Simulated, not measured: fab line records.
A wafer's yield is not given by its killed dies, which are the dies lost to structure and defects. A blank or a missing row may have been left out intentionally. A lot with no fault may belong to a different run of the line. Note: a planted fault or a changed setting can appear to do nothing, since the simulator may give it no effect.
Which tool is to blame?	flow rit cmos	11 lots, 33 wafers sampled, at 3 steps of a route of 202

WHAT THE GAUGES READ, wafer by wafer
RIT_PWELL_TW_MEAS_10.
lot	measured	on	PWELL_TW
L417	day 2 01:44	film metro-01	941 942 932
L418	day 2 07:18	film metro-01	940 938 940
L419	day 2 10:20	film metro-04	963 960 964
L420	day 2 14:59	film metro-03	963 967 973
L421	day 2 19:37	film metro-01	938 942 944
L422	day 3 01:11	film metro-03	967 973 968
L423	day 3 06:16	film metro-03	966 971 965
L424	day 3 10:28	film metro-03	2417 2426 2429
L425	day 3 18:05	film metro-03	2430 2424 2419
L426	day 3 22:02	film metro-03	2427 2441 2421
L427	day 4 02:33	film metro-03	2447 2435 2440

RIT_WELLDRIVE_RS_MEAS_02: the measuring method here is four-point-probe.
lot	measured	on	PWELL_RS (ohm/sq)
L417	day 2 07:00	film metro-03	430.1 429.3 431.6
L418	day 2 12:45	film metro-04	429.1 429.1 428.5
L419	day 2 15:41	film metro-03	429.7 428.9 428.1
L420	day 2 20:41	film metro-03	430.4 428.6 429.7
L421	day 3 01:44	film metro-01	429.1 429.3 428.3
L422	day 3 06:50	film metro-01	430.8 429.1 428.9
L423	day 3 11:55	film metro-04	429.3 428.5 428.7
L424	day 3 15:54	film metro-03	83.6 83.5 83.5
L425	day 4 00:34	film metro-01	83.3 83.4 83.5
L426	day 4 03:33	film metro-03	83.6 83.7 83.7
L427	day 4 08:27	film metro-04	83.5 83.4 83.5

EACH LOT AND THE TOOL THAT RAN IT (in order: tool; ch and the chambers of the sampled wafers; start)
lot	RIT_PWELL_IMPLANT_08
L417	implanter-03 ch 0, day 2 01:25
L418	implanter-03 ch 0, day 2 06:59
L419	implanter-03 ch 0, day 2 10:02
L420	implanter-03 ch 0, day 2 14:41
L421	implanter-03 ch 0, day 2 19:18
L422	implanter-04 ch 0, day 3 00:53
L423	implanter-04 ch 0, day 3 05:58
L424	implanter-04 ch 0, day 3 10:08
L425	implanter-03 ch 0, day 3 17:46
L426	implanter-04 ch 0, day 3 21:44
L427	implanter-03 ch 0, day 4 02:14
- RIT_PWELL_IMPLANT_08

WHAT THE TOOLS THEMSELVES READ (means of the sampled wafers that have a number; where no wafer has one, the mark that the record gives instead)
The record holds no such reading with a usual standard deviation.

THE ANSWER, worked out from the rows above alone
Rule: the usual values come from the lots themselves. Put in order of their means at a reading, lots are off if they are a third of the lots or fewer, leave a main group of 4 or more, and stand apart from it by a gap of 3 or more times the standard deviation of the main group's means; of several such gaps the widest counts. A main group whose means are all the same, to the digits that the tables above print for the reading, isn't used. A lot without any number at a reading at which 4 lots or more have one is off too. All remaining lots with rows at the step are treated as sound. After the gauges, taken in route order, come the tools' own readings; for these a lot's mean is taken, as printed above. The first step at which some lot is off is used, and at that step the reading that is off furthest; a lot without a number counts as furthest.
Nothing can be told from this: no lot is off at any reading shown.

WHAT HAD BEEN PUT IN BY THE SIMULATOR
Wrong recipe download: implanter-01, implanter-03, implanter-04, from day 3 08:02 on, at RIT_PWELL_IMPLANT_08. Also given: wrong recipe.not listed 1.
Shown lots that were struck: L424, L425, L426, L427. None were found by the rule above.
